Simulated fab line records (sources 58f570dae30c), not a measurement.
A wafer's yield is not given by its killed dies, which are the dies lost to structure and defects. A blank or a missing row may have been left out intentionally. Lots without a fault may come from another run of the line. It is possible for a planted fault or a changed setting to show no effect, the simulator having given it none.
What tool caused it? :: flow berkeley_cmos170 :: Sampling: 14 lots, 42 wafers, 7 of 331 route steps

WHAT THE GAUGES READ, wafer by wafer
UCB170_PWELL_THK_MEAS_06. Usual: PWELL_NITRIDE_THK gives 220.2 nm (standard deviation 1.8).
lot: L847
measured: day 3 06:53
on: film_metro-04
PWELL_NITRIDE_THK (nm): 219.4 217.2 217.8
flag: 

lot: L846
measured: day 3 06:53
on: film_metro-01
PWELL_NITRIDE_THK (nm): 219.7 219.1 218.6
flag: 

lot: L848
measured: day 3 13:43
on: film_metro-04
PWELL_NITRIDE_THK (nm): 218.6 220.3 218.6
flag: 

lot: L849
measured: day 3 13:43
on: film_metro-03
PWELL_NITRIDE_THK (nm): 222.5 222.5 220.0
flag: 

lot: L851
measured: day 4 10:46
on: film_metro-03
PWELL_NITRIDE_THK (nm): 218.4 218.3 218.0
flag: 

lot: L852
measured: day 4 10:46
on: film_metro-01
PWELL_NITRIDE_THK (nm): 217.2 216.9 218.2
flag: 

lot: L853
measured: day 4 10:46
on: film_metro-04
PWELL_NITRIDE_THK (nm): 220.7 220.7 219.6
flag: 

lot: L854
measured: day 5 00:47
on: film_metro-04
PWELL_NITRIDE_THK (nm): 221.4 220.1 224.0
flag: 

lot: L855
measured: day 5 07:23
on: film_metro-04
PWELL_NITRIDE_THK (nm): 221.3 219.3 222.2
flag: 

lot: L860
measured: day 6 02:13
on: film_metro-04
PWELL_NITRIDE_THK (nm): 218.9 220.1 220.5
flag: 

lot: L861
measured: day 6 17:26
on: film_metro-04
PWELL_NITRIDE_THK (nm): 218.4 219.0 218.9
flag: 

lot: L862
measured: day 6 17:26
on: film_metro-03
PWELL_NITRIDE_THK (nm): 218.4 220.9 218.8
flag: 

lot: L866
measured: day 7 07:13
on: film_metro-03
PWELL_NITRIDE_THK (nm): 222.2 221.8 220.6
flag: 

lot: L869
measured: day 8 19:23
on: film_metro-03
PWELL_NITRIDE_THK (nm): 217.0 219.5 217.4
flag: 

UCB170_WELLDRIVE_THK_MEAS_02. Usual: WELLDRIVE_OXIDE_THK gives 199 nm (standard deviation 3.3).
lot: L847
measured: day 3 19:35
on: film_metro-02
WELLDRIVE_OXIDE_THK (nm): 193 195 195
flag: 

lot: L846
measured: day 4 03:05
on: film_metro-04
WELLDRIVE_OXIDE_THK (nm): 202 209 207
flag: 

lot: L848
measured: day 4 03:04
on: film_metro-03
WELLDRIVE_OXIDE_THK (nm): 202 205 200
flag: 

lot: L849
measured: day 4 03:04
on: film_metro-02
WELLDRIVE_OXIDE_THK (nm): 198 202 200
flag: 

lot: L851
measured: day 5 05:22
on: film_metro-04
WELLDRIVE_OXIDE_THK (nm): 199 198 201
flag: 

lot: L852
measured: day 5 05:22
on: film_metro-03
WELLDRIVE_OXIDE_THK (nm): 195 198 195
flag: 

lot: L853
measured: day 5 05:22
on: film_metro-02
WELLDRIVE_OXIDE_THK (nm): 195 192 197
flag: 

lot: L854
measured: day 5 13:38
on: film_metro-04
WELLDRIVE_OXIDE_THK (nm): 197 198 196
flag: 

lot: L855
measured: day 5 21:07
on: film_metro-04
WELLDRIVE_OXIDE_THK (nm): 205 202 203
flag: 

lot: L860
measured: day 6 18:29
on: film_metro-02
WELLDRIVE_OXIDE_THK (nm): 198 199 200
flag: 

lot: L861
measured: day 7 07:26
on: film_metro-03
WELLDRIVE_OXIDE_THK (nm): 195 198 196
flag: 

lot: L862
measured: day 7 07:26
on: film_metro-04
WELLDRIVE_OXIDE_THK (nm): 197 198 197
flag: 

lot: L866
measured: day 7 23:37
on: film_metro-02
WELLDRIVE_OXIDE_THK (nm): 196 201 198
flag: 

lot: L869
measured: day 9 08:24
on: film_metro-04
WELLDRIVE_OXIDE_THK (nm): 196 199 195
flag: 

UCB170_GATE_CD_MEAS_90 targets a cd of 350 nm. Usual: cd_nm 349.9 nm, standard deviation 1.3.
lot: L847
measured: day 6 22:37
on: cd_sem-02
cd_nm (nm): 349.9 349.7 349.5
flag: 

lot: L846
measured: day 7 08:19
on: cd_sem-02
cd_nm (nm): 349.9 348.7 349.8
flag: 

lot: L848
measured: day 7 08:23
on: cd_sem-02
cd_nm (nm): 348.6 348.5 350.0
flag: 

lot: L849
measured: day 7 08:31
on: cd_sem-02
cd_nm (nm): 351.8 352.4 350.9
flag: 

lot: L851
measured: day 9 00:41
on: cd_sem-02
cd_nm (nm): 351.4 350.1 351.6
flag: 

lot: L852
measured: day 9 00:34
on: cd_sem-02
cd_nm (nm): 351.0 350.1 348.9
flag: 

lot: L853
measured: day 9 00:56
on: cd_sem-01
cd_nm (nm): 348.7 348.6 346.8
flag: 

lot: L854
measured: day 9 08:07
on: cd_sem-01
cd_nm (nm): 350.5 352.5 350.8
flag: 

lot: L855
measured: day 9 07:51
on: cd_sem-01
cd_nm (nm): 349.2 349.6 350.7
flag: 

lot: L860
measured: day 10 15:58
on: cd_sem-01
cd_nm (nm): 348.7 347.2 347.2
flag: 

lot: L861
measured: day 11 02:49
on: cd_sem-01
cd_nm (nm): 350.9 349.9 350.5
flag: 

lot: L862
measured: day 11 02:35
on: cd_sem-01
cd_nm (nm): 347.6 347.6 348.8
flag: 

lot: L866
measured: day 11 11:52
on: cd_sem-01
cd_nm (nm): 348.4 350.4 349.5
flag: 

lot: L869
measured: day 12 14:55
on: cd_sem-01
cd_nm (nm): 351.2 350.8 349.9
flag: 

UCB170_NSD_TW_MEAS_10. Usual: NSD_TW gives 4171 (standard deviation 24).
lot: L847
measured: day 7 13:43
on: film_metro-03
NSD_TW: 4147 4148 4140
flag: 

lot: L846
measured: day 8 03:43
on: film_metro-02
NSD_TW: 4207 4192 4200
flag: 

lot: L848
measured: day 8 03:49
on: film_metro-01
NSD_TW: 4171 4167 4168
flag: 

lot: L849
measured: day 8 03:58
on: film_metro-03
NSD_TW: 4142 4149 4154
flag: 

lot: L851
measured: day 9 16:31
on: film_metro-03
NSD_TW: 4167 4141 4153
flag: 

lot: L852
measured: day 9 16:27
on: film_metro-02
NSD_TW: 4242 4219 4209
flag: 

lot: L853
measured: day 9 16:15
on: film_metro-01
NSD_TW: 4181 4191 4183
flag: 

lot: L854
measured: day 9 20:11
on: film_metro-02
NSD_TW: 4213 4210 4179
flag: 

lot: L855
measured: day 9 19:23
on: film_metro-02
NSD_TW: 4192 4212 4219
flag: 

lot: L860
measured: day 11 04:55
on: film_metro-01
NSD_TW: 4372 4318 4344
flag: OFF

lot: L861
measured: day 11 16:37
on: film_metro-03
NSD_TW: 4318 4324 4323
flag: OFF

lot: L862
measured: day 11 16:21
on: film_metro-02
NSD_TW: 4182 4196 4174
flag: 

lot: L866
measured: day 12 04:51
on: film_metro-02
NSD_TW: 4168 4153 4165
flag: 

lot: L869
measured: day 13 05:40
on: film_metro-01
NSD_TW: 4155 4174 4152
flag: 

UCB170_SDANNEAL_RS_MEAS_03: the measuring method here is four-point-probe. Usual: NSD_RS gives 37.31 ohm/sq (standard deviation 0.088).
lot: L847
measured: day 7 15:05
on: film_metro-03
NSD_RS (ohm/sq): 37.28 37.32 37.25
flag: 

lot: L846
measured: day 8 04:56
on: film_metro-03
NSD_RS (ohm/sq): 37.34 37.36 37.29
flag: 

lot: L848
measured: day 8 05:04
on: film_metro-02
NSD_RS (ohm/sq): 37.38 37.43 37.46
flag: 

lot: L849
measured: day 8 05:22
on: film_metro-01
NSD_RS (ohm/sq): 37.25 37.31 37.24
flag: 

lot: L851
measured: day 9 18:10
on: film_metro-03
NSD_RS (ohm/sq): 37.14 37.12 37.17
flag: 

lot: L852
measured: day 9 18:09
on: film_metro-02
NSD_RS (ohm/sq): 37.23 37.35 37.36
flag: 

lot: L853
measured: day 9 17:41
on: film_metro-03
NSD_RS (ohm/sq): 37.24 37.24 37.38
flag: 

lot: L854
measured: day 9 21:28
on: film_metro-03
NSD_RS (ohm/sq): 37.27 37.23 37.17
flag: 

lot: L855
measured: day 9 20:53
on: film_metro-01
NSD_RS (ohm/sq): 37.39 37.30 37.24
flag: 

lot: L860
measured: day 11 06:07
on: film_metro-02
NSD_RS (ohm/sq): 36.02 36.02 36.13
flag: OFF

lot: L861
measured: day 11 18:15
on: film_metro-02
NSD_RS (ohm/sq): 35.84 35.93 35.85
flag: OFF

lot: L862
measured: day 11 17:37
on: film_metro-02
NSD_RS (ohm/sq): 37.39 37.35 37.31
flag: 

lot: L866
measured: day 12 08:15
on: film_metro-01
NSD_RS (ohm/sq): 37.33 37.49 37.33
flag: 

lot: L869
measured: day 13 07:14
on: film_metro-01
NSD_RS (ohm/sq): 37.22 37.15 37.20
flag: 

WHAT TOOL EACH LOT RAN ON (gives the tool, then ch and the chambers of the sampled wafers, and finally the start)
lot: L847
UCB170_NSD_IMPLANT_08: implanter-02 ch 0, day 7 13:30
UCB170_NSD_STRIP_09: plasma_asher-03 ch 0,1, day 7 13:38

lot: L846
UCB170_NSD_IMPLANT_08: implanter-02 ch 0, day 8 03:29
UCB170_NSD_STRIP_09: plasma_asher-02 ch 0,1, day 8 03:37

lot: L848
UCB170_NSD_IMPLANT_08: implanter-03 ch 0, day 8 03:34
UCB170_NSD_STRIP_09: plasma_asher-03 ch 0,1, day 8 03:43

lot: L849
UCB170_NSD_IMPLANT_08: implanter-01 ch 0, day 8 03:43
UCB170_NSD_STRIP_09: plasma_asher-02 ch 0,1, day 8 03:52

lot: L851
UCB170_NSD_IMPLANT_08: implanter-02 ch 0, day 9 16:16
UCB170_NSD_STRIP_09: plasma_asher-03 ch 0,1, day 9 16:25

lot: L852
UCB170_NSD_IMPLANT_08: implanter-03 ch 0, day 9 16:12
UCB170_NSD_STRIP_09: plasma_asher-01 ch 0,1, day 9 16:21

lot: L853
UCB170_NSD_IMPLANT_08: implanter-01 ch 0, day 9 16:00
UCB170_NSD_STRIP_09: plasma_asher-02 ch 0,1, day 9 16:09

lot: L854
UCB170_NSD_IMPLANT_08: implanter-02 ch 0, day 9 19:56
UCB170_NSD_STRIP_09: plasma_asher-02 ch 0,1, day 9 20:04

lot: L855
UCB170_NSD_IMPLANT_08: implanter-01 ch 0, day 9 19:08
UCB170_NSD_STRIP_09: plasma_asher-02 ch 0,1, day 9 19:17

lot: L860
UCB170_NSD_IMPLANT_08: implanter-03 ch 0, day 11 04:40
UCB170_NSD_STRIP_09: plasma_asher-02 ch 0,1, day 11 04:49

lot: L861
UCB170_NSD_IMPLANT_08: implanter-03 ch 0, day 11 16:23
UCB170_NSD_STRIP_09: plasma_asher-01 ch 0,1, day 11 16:31

lot: L862
UCB170_NSD_IMPLANT_08: implanter-02 ch 0, day 11 16:07
UCB170_NSD_STRIP_09: plasma_asher-02 ch 0,1, day 11 16:14

lot: L866
UCB170_NSD_IMPLANT_08: implanter-01 ch 0, day 12 04:38
UCB170_NSD_STRIP_09: plasma_asher-03 ch 0,1, day 12 04:46

lot: L869
UCB170_NSD_IMPLANT_08: implanter-01 ch 0, day 13 05:25
UCB170_NSD_STRIP_09: plasma_asher-03 ch 1, day 13 05:34
- UCB170_NSD_IMPLANT_08
- UCB170_NSD_STRIP_09: strips in O2.

AS READ BY THE TOOLS THEMSELVES (means over the sampled wafers that have a number; for cases with no such wafer, the mark the record gives instead)
UCB170_NSD_IMPLANT_08. Usual: beam_energy_keV 40.000, standard deviation 0.011.
lot: L847
tool: implanter-02
beam_energy_keV: 39.990
flag: 

lot: L846
tool: implanter-02
beam_energy_keV: 40.002
flag: 

lot: L848
tool: implanter-03
beam_energy_keV: 39.994
flag: 

lot: L849
tool: implanter-01
beam_energy_keV: 40.004
flag: 

lot: L851
tool: implanter-02
beam_energy_keV: 39.989
flag: 

lot: L852
tool: implanter-03
beam_energy_keV: 40.005
flag: 

lot: L853
tool: implanter-01
beam_energy_keV: 40.003
flag: 

lot: L854
tool: implanter-02
beam_energy_keV: 40.013
flag: 

lot: L855
tool: implanter-01
beam_energy_keV: 39.999
flag: 

lot: L860
tool: implanter-03
beam_energy_keV: 45.205
flag: OFF

lot: L861
tool: implanter-03
beam_energy_keV: 45.201
flag: OFF

lot: L862
tool: implanter-02
beam_energy_keV: 40.001
flag: 

lot: L866
tool: implanter-01
beam_energy_keV: 40.011
flag: 

lot: L869
tool: implanter-01
beam_energy_keV: 40.007
flag: 

UCB170_NSD_STRIP_09. Usual: drypump_motor_current_A 5.7 A, standard deviation 0.59; oes_product_au 0.534 a.u., standard deviation 0.0042; strip_time_to_endpoint_s 35.85 s, standard deviation 0.08.
lot: L847
tool: plasma_asher-03
drypump_motor_current_A (A): 5.2
oes_product_au (a.u.): 0.532
strip_time_to_endpoint_s (s): 35.94
flag: 

lot: L846
tool: plasma_asher-02
drypump_motor_current_A (A): 6.0
oes_product_au (a.u.): 0.531
strip_time_to_endpoint_s (s): 35.75
flag: 

lot: L848
tool: plasma_asher-03
drypump_motor_current_A (A): 5.2
oes_product_au (a.u.): 0.537
strip_time_to_endpoint_s (s): 35.86
flag: 

lot: L849
tool: plasma_asher-02
drypump_motor_current_A (A): 5.6
oes_product_au (a.u.): 0.535
strip_time_to_endpoint_s (s): 35.95
flag: 

lot: L851
tool: plasma_asher-03
drypump_motor_current_A (A): 5.6
oes_product_au (a.u.): 0.535
strip_time_to_endpoint_s (s): 35.92
flag: 

lot: L852
tool: plasma_asher-01
drypump_motor_current_A (A): 5.5
oes_product_au (a.u.): 0.534
strip_time_to_endpoint_s (s): 35.92
flag: 

lot: L853
tool: plasma_asher-02
drypump_motor_current_A (A): 5.6
oes_product_au (a.u.): 0.534
strip_time_to_endpoint_s (s): 35.90
flag: 

lot: L854
tool: plasma_asher-02
drypump_motor_current_A (A): 5.6
oes_product_au (a.u.): 0.535
strip_time_to_endpoint_s (s): 35.92
flag: 

lot: L855
tool: plasma_asher-02
drypump_motor_current_A (A): 5.7
oes_product_au (a.u.): 0.538
strip_time_to_endpoint_s (s): 35.87
flag: 

lot: L860
tool: plasma_asher-02
drypump_motor_current_A (A): 5.6
oes_product_au (a.u.): 0.517
strip_time_to_endpoint_s (s): 37.53
flag: OFF

lot: L861
tool: plasma_asher-01
drypump_motor_current_A (A): 5.8
oes_product_au (a.u.): 0.518
strip_time_to_endpoint_s (s): 37.80
flag: OFF

lot: L862
tool: plasma_asher-02
drypump_motor_current_A (A): 5.7
oes_product_au (a.u.): 0.534
strip_time_to_endpoint_s (s): 35.88
flag: 

lot: L866
tool: plasma_asher-03
drypump_motor_current_A (A): 5.2
oes_product_au (a.u.): 0.534
strip_time_to_endpoint_s (s): 35.76
flag: 

lot: L869
tool: plasma_asher-03
drypump_motor_current_A (A): 4.9
oes_product_au (a.u.): 0.530
strip_time_to_endpoint_s (s): 35.79
flag: 

THE ANSWER, worked out from the rows above alone
Rule: a lot counts as off when the mean over its wafers that have a number is more than 3 standard deviations away from the usual mean. Also off: a lot with no number at a reading for which 4 or more lots have one. Where the step has rows for the other lots, those lots are counted as sound. Order of review: gauges by route order, followed by the tools' own readings, for which a lot's mean as printed above is used. At the first step where some lot is off, the reading lying furthest off is the one used; lots without a number count as furthest.
Off: at UCB170_NSD_TW_MEAS_10 (NSD_TW), L860, L861.
A tool fits if, at a process step before that reading, it ran every lot that is off, and no sound lot after the first of them. The gauges at UCB170_NSD_TW_MEAS_10 aren't tried: what is off there is off at UCB170_SDANNEAL_RS_MEAS_03 too, on other tools, and a gauge's error can't cause that. One fits: implanter-03 at UCB170_NSD_IMPLANT_08. Its last sound lot is L852 (day 9 16:12), its first lot that is off L860 (day 11 04:40): a fault that began between those two fits.
On the lots that are off, the tool's own readings at UCB170_NSD_IMPLANT_08 differ by more than 5 times the standard deviation of the sound lots' means, which bears it out; beam_energy_keV reads 45.203 there versus 40.002 on the sound lots.

WHAT HAD BEEN PUT IN BY THE SIMULATOR
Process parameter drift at UCB170_NSD_IMPLANT_08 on implanter-03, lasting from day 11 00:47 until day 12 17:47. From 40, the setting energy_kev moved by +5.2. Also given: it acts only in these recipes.
Lots struck among those shown: L860, L861. The rule given above showed the same thing.
